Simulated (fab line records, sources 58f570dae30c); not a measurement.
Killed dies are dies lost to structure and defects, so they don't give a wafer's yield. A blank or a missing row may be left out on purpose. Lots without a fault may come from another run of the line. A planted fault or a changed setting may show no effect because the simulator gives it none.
Split-lot experiment | flow berkeley_cmos170 | 5 lots, 27 wafers read, on a route of 331 steps

THE SPLIT
At UCB170_M3_METAL_ETCH_18 (etches Al in Cl2/BCl3, stops on SiO2, target depth 1170 nm, time 195 s), the setting target_depth_a was moved away from the recipe's 11700 angstrom on 9 of the 27 wafers read, by -33.9% to +39.9%. The other wafers ran this setting at the recipe's value.

FROM THE SPLIT TO THE READING: what the file shows between them, 1 step
- UCB170_M3_STRIP_19: strips in O2

THE READING
cd_nm, in nm, at UCB170_M3_CD_MEAS_90 (target cd 700 nm). Fault-free wafers of this fab line usually give 701 nm, standard deviation 3.3 nm.

wafer  | tool, chamber at the split | target_depth_a as run, angstrom | against the recipe | cd_nm, nm | against lot-mates on the recipe
L079.1 | rie_metal-01, 1            | 11700                           | recipe             | 701       | -
L079.2 | rie_metal-01, 0            | 11700                           | recipe             | 698       | -
L079.3 | rie_metal-01, 1            | 11700                           | recipe             | 701       | -
L079.4 | rie_metal-01, 0            | 11700                           | recipe             | 698       | -
L079.5 | rie_metal-01, 1            | 11700                           | recipe             | 704       | -
L079.6 | rie_metal-01, 0            | 11700                           | recipe             | 696       | -
L082.3 | rie_metal-01, 0            | 11700                           | recipe             | 695       | -
L082.4 | rie_metal-01, 1            | 11700                           | recipe             | 701       | -
L082.5 | rie_metal-01, 0            | 11700                           | recipe             | 695       | -
L080.1 | rie_metal-01, 0            | 11700                           | recipe             | 702       | -
L080.2 | rie_metal-01, 1            | 7730                            | -33.9%             | 714       | +14
L080.3 | rie_metal-01, 1            | 7730                            | -33.9%             | 715       | +15
L080.4 | rie_metal-01, 0            | 11700                           | recipe             | 699       | -
L080.5 | rie_metal-01, 1            | 7730                            | -33.9%             | 713       | +13
L080.6 | rie_metal-01, 0            | 11700                           | recipe             | 699       | -
L083.1 | rie_metal-04, 0            | 16370                           | +39.9%             | 689       | -17
L083.2 | rie_metal-04, 1            | 16370                           | +39.9%             | 681       | -25
L083.3 | rie_metal-04, 0            | 11700                           | recipe             | 710       | -
L083.4 | rie_metal-04, 1            | 11700                           | recipe             | 703       | -
L083.5 | rie_metal-04, 1            | 16370                           | +39.9%             | 683       | -23
L083.6 | rie_metal-04, 0            | 11700                           | recipe             | 706       | -
L084.1 | rie_metal-02, 0            | 9592                            | -18.0%             | 709       | +8
L084.2 | rie_metal-02, 1            | 11700                           | recipe             | 700       | -
L084.3 | rie_metal-02, 0            | 9592                            | -18.0%             | 709       | +8
L084.4 | rie_metal-02, 1            | 9592                            | -18.0%             | 708       | +7
L084.5 | rie_metal-02, 0            | 11700                           | recipe             | 701       | -
L084.6 | rie_metal-02, 1            | 11700                           | recipe             | 701       | -

THE FIT
A straight line over all 27 wafers: cd_nm changes by -0.407 nm for each +1% of target_depth_a; r = -0.92; the points scatter about the line by 3.3 nm.
The same after taking each lot's own level away (the mean of its wafers on the recipe; 27 wafers): -0.49 nm for each +1%; r = -0.96; scatter 2.6 nm.
On that fit, the largest move of target_depth_a shifts the reading by 20 nm.
The lots' own levels span 697.0 to 706.3 nm, that is 2.8 times the standard deviation above.
So the lot-to-lot level changes the slope: the two fits differ.
Check: with one of the wafers moved furthest among these (+39.9%) left out of the fit, the line predicts -21.1 nm for it against its lot-mates. It came out at -17.3 nm against them.
Tool readings at the split's step, against how far the setting was moved: oes_product_au r = -0.97.

THE WHOLE CHAIN: every reading that the file lists as answering this split, in the file's order
step                    | what it does                                                           | reading                                                                   | change (the file's fit)                                                          | r (the file's)
UCB170_M3_METAL_ETCH_18 | etches Al in Cl2/BCl3, stops on SiO2, target depth 1170 nm, time 195 s | oes_product_au                                                            | -0.00438 a.u. for each +1% of the setting                                        | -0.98
UCB170_M3_METAL_ETCH_18 | etches Al in Cl2/BCl3, stops on SiO2, target depth 1170 nm, time 195 s | M3.feature_depth_nm (the simulator's own value, which no gauge read)      | not straight: 772 at the lowest setting, 969 at the recipe, 999.8 at the highest | not given
UCB170_M3_METAL_ETCH_18 | etches Al in Cl2/BCl3, stops on SiO2, target depth 1170 nm, time 195 s | KrF_of_M3_COAT_10.thk_nm (the simulator's own value, which no gauge read) | -6.24 nm for each +1% of the setting                                             | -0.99
UCB170_M3_STRIP_19      | strips in O2                                                           | oes_product_au                                                            | -0.00589 a.u. for each +1% of the setting                                        | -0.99
UCB170_M3_CD_MEAS_90    | target cd 700 nm                                                       | cd_nm                                                                     | -0.482 nm for each +1% of the setting                                            | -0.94

THE FILE'S OWN FIT
cd_nm changes by -0.482 nm for each +1% of target_depth_a, r = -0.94.
